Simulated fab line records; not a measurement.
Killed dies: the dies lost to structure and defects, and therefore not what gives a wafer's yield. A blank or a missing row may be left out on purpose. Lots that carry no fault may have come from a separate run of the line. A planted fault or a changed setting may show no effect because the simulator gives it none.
fab line records | flow berkeleyCmos170
record: lots: 14 wafers: 42 lastDay: 10
route steps=331 shown PLDD@156 NSD@195 BACKSIDE@202 SILICIDE@213
lots that met no fault: from a run of the same line without faults
startH: the number of hours between the record's first day and the start of the first shown wafer of the lot | waitH: hours elapsed since this lot's preceding step | " unchanged from the row above | L1.1+2: several wafers, shown together as one row | - no value, or no start was given | * or withheld: withheld | < > ~ a bound
route shown NAME@n: a module of which the file shows steps, and the number in the route of the first | usual: the fault-free wafers' mean and standard deviation | same: alike in all rows | chamber/n: place in a boat | sites: each site's reading | _std_site: their standard deviation | _edge_site: outer sites' mean less inner sites' | radiusMm: for every site, how far away it sits from the centre of the wafer | mask NAME#n: copy n | behind: tool/chamber where the wafer was last shaped | hold: reason for holding the lot/hours on hold/outcome of the hold | device: which transistor (n, p or np) failed to switch | end of line: at the end of the route, the tests of the same wafers | a step with no rows: only its recipe | killed: dies that structure and defects cost at the first sort, which is not the same as the wafer's yield | map: a wafer's dies, x killed, . not, _ none there
set.NAME: the run value of the setting; set.NAME@STEP: its run value at that earlier step | model.NAME: the simulator's own value behind a step, which no gauge read
the route's steps for a sample of lots (tables are steps, rows are wafers)
services: the hour from which a tool's chamber was out of use, counted from the record's first day as startH (under 0 if before that day), plus the number of hours and why
== steps ==
step: UCB170_PLDD_TW_MEAS_11
usual: PLDD_TW: 1008/4.9
columns lot.wafer tool chamber startH waitH PLDD_TW
L479.2 filmMetro-01 - 122.22 0.1 1010
L479.3 " - " " 1003
L479.5 " - " " 1012
L478.2 filmMetro-03 - 122.49 0.1 1012
L478.3 " - " " 1016
L478.5 " - " " 1017
L481.1 filmMetro-01 - 137.03 0.1 1008
L481.2 " - " " 1013
L481.3 " - " " 1018
L480.2 filmMetro-04 - 137.35 0.1 1005
L480.4 " - " " 1005
L480.6 " - " " 1004
L482.1 filmMetro-01 - 150.73 0.1 1004
L482.2 " - " " 1004
L482.5 " - " " 1007
L483.1 filmMetro-03 - 151.14 0.1 1022
L483.4 " - " " 1016
L483.5 " - " " 1021
L484.1 filmMetro-01 - 161.89 0.1 1005
L484.2 " - " " 1008
L484.6 " - " " 1007
L485.1 filmMetro-04 - 176.57 0.1 1009
L485.4 " - " " 1008
L485.6 " - " " 1013
L486.1 filmMetro-01 - 176.90 0.1 1011
L486.3 " - " " 1011
L486.5 " - " " 1012
L488.1 filmMetro-01 - 184.88 0.1 1004
L488.2 " - " " 1011
L488.3 " - " " 1011
L491.3 filmMetro-03 - 192.67 0.1 1015
L491.4 " - " " 1016
L491.5 " - " " 1013
L493.2 filmMetro-04 - 201.87 0.1 1004
L493.3 " - " " 1005
L493.4 " - " " 999
L494.2 filmMetro-04 - 211.07 0.1 1004
L494.3 " - " " 1003
L494.6 " - " " 999
L495.2 filmMetro-01 - 211.19 0.1 1004
L495.3 " - " " 999
L495.6 " - " " 1000
step: UCB170_NSD_IMPLANT_08
recipe: species: P doseCm2: 3e+15 energyKev: 40 tiltDeg: 7
usual: doseIonsCm2: 3e+15/3.4e+12 endStationPressureTorr: 1.26e-05/6.9e-07 faradayCurrentUA: 9266/180
columns lot.wafer tool chamber startH waitH doseIonsCm2 endStationPressureTorr faradayCurrentUA
L479.2 implanter-04 0 131.46 0.0 2.997e+15 1.22e-05 8935
L479.3 " 0 " " 2.998e+15 1.33e-05 9460
L479.5 " 0 " " 2.995e+15 1.3e-05 9258
L478.2 implanter-02 0 131.70 0.0 2.993e+15 1.2e-05 9003
L478.3 " 0 " " 2.995e+15 1.31e-05 9291
L478.5 " 0 " " 2.995e+15 1.27e-05 9257
L481.1 implanter-04 0 148.26 0.0 3e+15 1.23e-05 9280
L481.2 " 0 " " 2.997e+15 1.18e-05 9545
L481.3 " 0 " " 2.997e+15 1.3e-05 9405
L480.2 implanter-02 0 148.46 0.0 3.001e+15 1.31e-05 9393
L480.4 " 0 " " 3.002e+15 1.22e-05 9497
L480.6 " 0 " " 2.998e+15 1.32e-05 9541
L482.1 implanter-03 0 160.91 0.0 3.006e+15 1.06e-05 9449
L482.2 " 0 " " 3.005e+15 1.34e-05 9127
L482.5 " 0 " " 3.004e+15 1.19e-05 9176
L483.1 implanter-02 0 161.09 0.0 3.006e+15 1.27e-05 9050
L483.4 " 0 " " 3e+15 1.23e-05 9466
L483.5 " 0 " " 3e+15 1.28e-05 9044
L484.1 implanter-04 0 174.21 0.0 3.001e+15 1.27e-05 9039
L484.2 " 0 " " 3.003e+15 1.25e-05 9160
L484.6 " 0 " " 3.004e+15 1.25e-05 9415
L485.1 implanter-04 0 186.56 0.0 2.996e+15 1.16e-05 9181
L485.4 " 0 " " 2.997e+15 1.32e-05 9019
L485.6 " 0 " " 2.99e+15 1.4e-05 9161
L486.1 implanter-04 0 186.89 0.0 2.998e+15 1.23e-05 9454
L486.3 " 0 " " 2.999e+15 1.22e-05 9258
L486.5 " 0 " " 3.003e+15 1.1e-05 8999
L488.1 implanter-02 0 195.40 0.0 2.997e+15 1.32e-05 9124
L488.2 " 0 " " 2.997e+15 1.28e-05 9418
L488.3 " 0 " " 2.998e+15 1.23e-05 9332
L491.3 implanter-02 0 204.61 0.1 3.002e+15 1.17e-05 8842
L491.4 " 0 " " 3.003e+15 1.15e-05 9534
L491.5 " 0 " " 3.003e+15 1.35e-05 9180
L493.2 implanter-02 0 211.41 0.0 2.215e+15 9.9e-06 6785
L493.3 " 0 " " 2.207e+15 1.02e-05 6680
L493.4 " 0 " " 2.205e+15 1.08e-05 6917
L494.2 implanter-04 0 224.67 0.0 2.999e+15 1.26e-05 9391
L494.3 " 0 " " 2.998e+15 1.3e-05 9112
L494.6 " 0 " " 3.004e+15 1.25e-05 9298
L495.2 implanter-02 0 224.95 0.0 2.206e+15 1.02e-05 6980
L495.3 " 0 " " 2.204e+15 1.07e-05 6681
L495.6 " 0 " " 2.207e+15 9.9e-06 6959
step: UCB170_NSD_STRIP_09
recipe: chemistry: O2 powerW: 400 pressureMtorr: 3500 platenTempC: withheld o2FlowSccm: 400 overashFraction: 0.5
usual: drypumpMotorCurrentA: 5.43/0.15 oesProductAu: 0.534/0.0051 stripTimeToEndpointS: 35.79/0.082
same: overashFraction: 0.5
columns lot.wafer tool chamber startH waitH drypumpMotorCurrentA oesProductAu rfHoursCounterH stripTimeToEndpointS
L479.2 plasmaAsher-03 1 131.58 0.1 5.50 0.536 36 35.69
L479.3 " 1 " " 5.49 0.530 - 35.76
L479.5 " 0 " " 5.64 0.533 - 35.72
L478.2 plasmaAsher-03 0 131.82 0.1 5.63 0.541 36 35.76
L478.3 " 1 " " 5.50 0.542 - 35.79
L478.5 " 0 " " 5.61 0.527 - 35.77
L481.1 plasmaAsher-04 1 148.41 0.1 5.46 0.539 40 35.88
L481.2 " 0 " " 5.37 0.524 40 35.90
L481.3 " 1 " " 5.44 0.528 - 35.91
L480.2 plasmaAsher-01 1 148.59 0.1 5.21 0.535 3 35.76
L480.4 " 1 " " 5.18 0.536 - 35.87
L480.6 " 0 " " 5.47 0.537 - 35.80
L482.1 plasmaAsher-03 1 161.06 0.1 5.49 0.540 39 35.84
L482.2 " 0 " " 5.66 0.538 39 35.72
L482.5 " 0 " " 5.65 0.545 - 35.70
L483.1 plasmaAsher-04 1 161.24 0.1 5.46 0.537 41 35.72
L483.4 " 1 " " 5.44 0.528 - 35.72
L483.5 " 0 " " 5.38 0.527 - 35.70
L484.1 plasmaAsher-03 0 174.36 0.1 5.62 0.531 40 35.72
L484.2 " 1 " " 5.49 0.535 40 35.71
L484.6 " 0 " " 5.65 0.542 - 35.76
L485.1 plasmaAsher-03 0 186.71 0.1 5.64 0.529 42 35.74
L485.4 " 1 " " 5.55 0.532 - 35.76
L485.6 " 0 " " 5.64 0.527 - 35.78
L486.1 plasmaAsher-01 1 187.04 0.1 5.20 0.526 6 35.78
L486.3 " 1 " " 5.19 0.542 - 35.76
L486.5 " 0 " " 5.49 0.531 - 35.70
L488.1 plasmaAsher-01 1 195.55 0.1 5.20 0.530 7 35.83
L488.2 " 0 " " 5.43 0.529 7 35.72
L488.3 " 1 " " 5.20 0.526 - 35.81
L491.3 plasmaAsher-03 0 204.74 0.1 5.62 0.542 - 35.83
L491.4 " 1 " " 5.52 0.546 - 35.87
L491.5 " 0 " " 5.65 0.536 - 35.80
L493.2 plasmaAsher-03 1 211.53 0.1 5.49 0.562 45 33.12
L493.3 " 1 " " 5.48 0.565 - 33.00
L493.4 " 0 " " 5.65 0.560 - 33.10
L494.2 plasmaAsher-01 1 224.80 0.1 5.20 0.532 10 35.83
L494.3 " 1 " " 5.19 0.531 - 35.88
L494.6 " 1 " " 5.19 0.529 - 35.83
L495.2 plasmaAsher-03 1 225.07 0.1 5.50 0.569 46 33.06
L495.3 " 0 " " 5.61 0.559 - 33.00
L495.6 " 1 " " 5.53 0.556 - 33.03
step: UCB170_NSD_TW_MEAS_10
usual: NSD_TW: 4178/23
columns lot.wafer tool chamber startH waitH NSD_TW
L479.2 filmMetro-04 - 131.69 0.1 4186
L479.3 " - " " 4179
L479.5 " - " " 4152
L478.2 filmMetro-01 - 131.93 0.1 4156
L478.3 " - " " 4178
L478.5 " - " " 4170
L481.1 filmMetro-04 - 148.51 0.1 4133
L481.2 " - " " 4137
L481.3 " - " " 4158
L480.2 filmMetro-03 - 148.70 0.1 4232
L480.4 " - " " 4233
L480.6 " - " " 4212
L482.1 filmMetro-04 - 161.16 0.1 4157
L482.2 " - " " 4168
L482.5 " - " " 4174
L483.1 filmMetro-01 - 161.34 0.1 4195
L483.4 " - " " 4187
L483.5 " - " " 4199
L484.1 filmMetro-04 - 174.46 0.1 4188
L484.2 " - " " 4170
L484.6 " - " " 4185
L485.1 filmMetro-04 - 186.81 0.1 4183
L485.4 " - " " 4169
L485.6 " - " " 4142
L486.1 filmMetro-03 - 187.14 0.1 4190
L486.3 " - " " 4185
L486.5 " - " " 4183
L488.1 filmMetro-01 - 195.65 0.1 4155
L488.2 " - " " 4142
L488.3 " - " " 4145
L491.3 filmMetro-04 - 204.83 0.1 4181
L491.4 " - " " 4180
L491.5 " - " " 4156
L493.2 filmMetro-04 - 211.64 0.1 4019
L493.3 " - " " 4036
L493.4 " - " " 4043
L494.2 filmMetro-04 - 224.91 0.1 4155
L494.3 " - " " 4169
L494.6 " - " " 4163
L495.2 filmMetro-01 - 225.18 0.1 4033
L495.3 " - " " 4043
L495.6 " - " " 4022
step: UCB170_BACKSIDE_STRIP_03
recipe: chemistry: O2 powerW: 400 pressureMtorr: 3500 platenTempC: withheld o2FlowSccm: 400 overashFraction: 0.5
usual: drypumpMotorCurrentA: 5.7/0.42 oesProductAu: 0.734/0.0046 stripTimeToEndpointS: 21.96/0.066
same: overashFraction: 0.5
columns lot.wafer tool chamber startH waitH drypumpMotorCurrentA oesProductAu rfHoursCounterH stripTimeToEndpointS
L479.2 plasmaAsher-01 0 132.37 0.1 5.5 0.733 1 21.83
L479.3 " 0 " " 5.5 0.733 - 21.89
L479.5 " 0 " " 5.5 0.730 - 21.83
L478.2 plasmaAsher-03 0 132.89 0.1 5.6 0.730 36 21.96
L478.3 " 0 " " 5.6 0.736 - 22.00
L478.5 " 0 " " 5.6 0.734 - 21.94
L481.1 plasmaAsher-01 0 149.34 0.1 5.5 0.730 3 21.92
L481.2 " 1 " " 5.2 0.746 3 21.97
L481.3 " 0 " " 5.5 0.730 - 21.98
L480.2 plasmaAsher-03 0 149.41 0.1 5.6 0.734 38 21.99
L480.4 " 0 " " 5.6 0.741 - 21.98
L480.6 " 1 " " 5.5 0.737 - 22.00
L482.1 plasmaAsher-02 0 161.85 0.1 6.5 0.734 53 21.85
L482.2 " 1 " " 5.8 0.742 53 21.86
L482.5 " 0 " " 6.5 0.732 - 21.83
L483.1 plasmaAsher-03 0 162.02 0.1 5.6 0.734 39 21.90
L483.4 " 0 " " 5.6 0.727 - 21.95
L483.5 " 0 " " 5.6 0.734 - 21.93
L484.1 plasmaAsher-02 0 175.16 0.1 6.5 0.736 54 21.92
L484.2 " 1 " " 5.7 0.742 54 21.90
L484.6 " 1 " " 5.7 0.733 - 21.92
L485.1 plasmaAsher-03 0 187.54 0.1 5.6 0.732 42 22.08
L485.4 " 0 " " 5.6 0.734 - 21.98
L485.6 " 0 " " 5.6 0.736 - 22.07
L486.1 plasmaAsher-01 0 187.89 0.1 5.5 0.742 6 22.04
L486.3 " 1 " " 5.2 0.730 - 22.03
L486.5 " 0 " " 5.5 0.736 - 22.12
L488.1 plasmaAsher-01 1 196.49 0.1 5.2 0.737 7 21.87
L488.2 " 0 " " 5.4 0.729 7 21.97
L488.3 " 1 " " 5.2 0.734 - 21.88
L491.3 plasmaAsher-03 0 205.77 0.1 5.6 0.742 - 21.86
L491.4 " 1 " " 5.5 0.733 - 21.89
L491.5 " 1 " " 5.5 0.732 - 21.93
L493.2 plasmaAsher-03 0 213.13 0.1 5.6 0.734 45 22.03
L493.3 " 1 " " 5.5 0.731 - 21.99
L493.4 " 0 " " 5.6 0.733 - 21.99
L494.2 plasmaAsher-01 1 225.58 0.1 5.2 0.734 10 21.92
L494.3 " 1 " " 5.2 0.738 - 22.03
L494.6 " 1 " " 5.2 0.733 - 21.93
L495.2 plasmaAsher-02 1 225.86 0.1 5.8 0.732 59 21.93
L495.3 " 0 " " 6.5 0.729 - 21.98
L495.6 " 0 " " 6.5 0.741 - 21.94
step: UCB170_SDANNEAL_RS_MEAS_03
recipe: thkMeasGauge: four-point-probe
usual: NSD_RS: 37.27/0.09
columns lot.wafer tool chamber startH waitH NSD_RS[ohm/sq]
L479.2 filmMetro-04 - 133.21 0.1 37.24
L479.3 " - " " 37.27
L479.5 " - " " 37.27
L478.2 filmMetro-03 - 135.83 0.1 37.45
L478.3 " - " " 37.37
L478.5 " - " " 37.34
L481.1 filmMetro-01 - 149.88 0.1 37.15
L481.2 " - " " 37.11
L481.3 " - " " 37.21
L480.2 filmMetro-04 - 150.11 0.1 37.30
L480.4 " - " " 37.20
L480.6 " - " " 37.27
L482.1 filmMetro-03 - 162.37 0.1 37.27
L482.2 " - " " 37.33
L482.5 " - " " 37.35
L483.1 filmMetro-04 - 162.54 0.1 37.16
L483.4 " - " " 37.21
L483.5 " - " " 37.30
L484.1 filmMetro-04 - 175.77 0.1 37.29
L484.2 " - " " 37.18
L484.6 " - " " 37.25
L485.1 filmMetro-03 - 188.21 0.1 37.25
L485.4 " - " " 37.20
L485.6 " - " " 37.26
L486.1 filmMetro-04 - 188.41 0.1 37.15
L486.3 " - " " 37.16
L486.5 " - " " 37.16
L488.1 filmMetro-04 - 197.03 0.1 37.21
L488.2 " - " " 37.17
L488.3 " - " " 37.26
L491.3 filmMetro-04 - 206.29 0.1 37.11
L491.4 " - " " 37.23
L491.5 " - " " 37.31
L493.2 filmMetro-01 - 213.67 0.1 43.58
L493.3 " - " " 43.85
L493.4 " - " " 43.59
L494.2 filmMetro-04 - 226.56 0.1 37.24
L494.3 " - " " 37.21
L494.6 " - " " 37.17
L495.2 filmMetro-03 - 226.57 0.1 43.98
L495.3 " - " " 44.12
L495.6 " - " " 44.03
step: UCB170_SILICIDE_THK_MEAS_03
recipe: thkMeasGauge: xrf reads: Ti_of_SILICIDE_SPUTTER_01
usual: SILICIDE_TI_THK: 30.1/0.44
columns lot.wafer tool chamber startH waitH SILICIDE_TI_THK[nm]
L479.2 filmMetro-03 - 133.78 0.1 29.5
L479.3 " - " " 29.6
L479.5 " - " " 29.3
L478.2 filmMetro-04 - 136.40 0.1 30.7
L478.3 " - " " 30.7
L478.5 " - " " 30.8
L481.1 filmMetro-03 - 150.46 0.1 29.5
L481.2 " - " " 29.6
L481.3 " - " " 29.7
L480.2 filmMetro-03 - 150.67 0.1 29.3
L480.4 " - " " 29.6
L480.6 " - " " 29.6
L482.1 filmMetro-02 - 162.95 0.1 29.7
L482.2 " - " " 30.5
L482.5 " - " " 29.8
L483.1 filmMetro-03 - 163.12 0.1 30.0
L483.4 " - " " 29.8
L483.5 " - " " 29.9
L484.1 filmMetro-02 - 176.35 0.1 30.2
L484.2 " - " " 29.9
L484.6 " - " " 30.1
L485.1 filmMetro-02 - 188.80 0.1 30.1
L485.4 " - " " 30.5
L485.6 " - " " 30.5
L486.1 filmMetro-04 - 188.99 0.1 30.1
L486.3 " - " " 30.3
L486.5 " - " " 30.4
L488.1 filmMetro-03 - 197.60 0.1 29.7
L488.2 " - " " 29.9
L488.3 " - " " 29.8
L491.3 filmMetro-03 - 206.85 0.1 30.6
L491.4 " - " " 30.4
L491.5 " - " " 30.7
L493.2 filmMetro-02 - 214.23 0.1 30.5
L493.3 " - " " 30.3
L493.4 " - " " 30.6
L494.2 filmMetro-02 - 227.13 0.1 31.4
L494.3 " - " " 31.4
L494.6 " - " " 31.3
L495.2 filmMetro-04 - 227.14 0.1 29.9
L495.3 " - " " 30.3
L495.6 " - " " 30.2
== services ==
columns tool chamber startH hours kind
plasmaAsher-01 - 108.75 9.0 pm
plasmaAsher-01 0 108.75 9.0 ventCycle
plasmaAsher-01 1 108.75 9.0 ventCycle
plasmaAsher-01 0 117.75 - clean
plasmaAsher-01 1 117.75 - clean
implanter-04 - 120.32 3.9 repair
implanter-03 - 122.98 1.6 repair
plasmaAsher-01 - 160.74 2.9 repair
implanter-03 - 169.91 5.6 repair
plasmaAsher-01 - 182.52 1.3 repair
== key ==
firstSign: step: UCB170_NSD_IMPLANT_08 reading: doseIonsCm2 direction: down sigmas: 99+ usual: 3e+15 struck: 2.207e+15
effect: step: UCB170_NSD_IMPLANT_08 reading: faradayCurrentUA direction: down sigmas: 14 usual: 9266 struck: 6833
effect: step: UCB170_NSD_STRIP_09 reading: stripTimeToEndpointS direction: down sigmas: 33 usual: * struck: *
effect: step: UCB170_NSD_TW_MEAS_10 reading: NSD_TW direction: down sigmas: 6.4 usual: 4178 struck: 4033
effect: step: UCB170_SDANNEAL_RS_MEAS_03 reading: NSD_RS direction: up sigmas: 73 usual: 37.27 struck: 43.86
metAt UCB170_NSD_IMPLANT_08
struckLots L493,L495
testerLeftOut L493,L495
notActingAt UCB170_PLDD_TW_MEAS_11,UCB170_BACKSIDE_STRIP_03,UCB170_SILICIDE_THK_MEAS_03
onsetBetween 204.61 211.41
fault: kind: processParameterDrift tool: implanter-02 chamber: - onsetH: 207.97 steps: UCB170_NSD_IMPLANT_08 channel: doseCm2 offset: -7.9066e+14 shape: step endH: 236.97 actsIn: theseRecipesOnly stated: 3e+15
testerLeftOut: of these lots the tester's yield and bins aren't shown, on N5 and GAA mostly nor the transistor test; their killed dies are dies lost to structure and defects alone, not to doping, threshold or leakage, so they don't give the yield
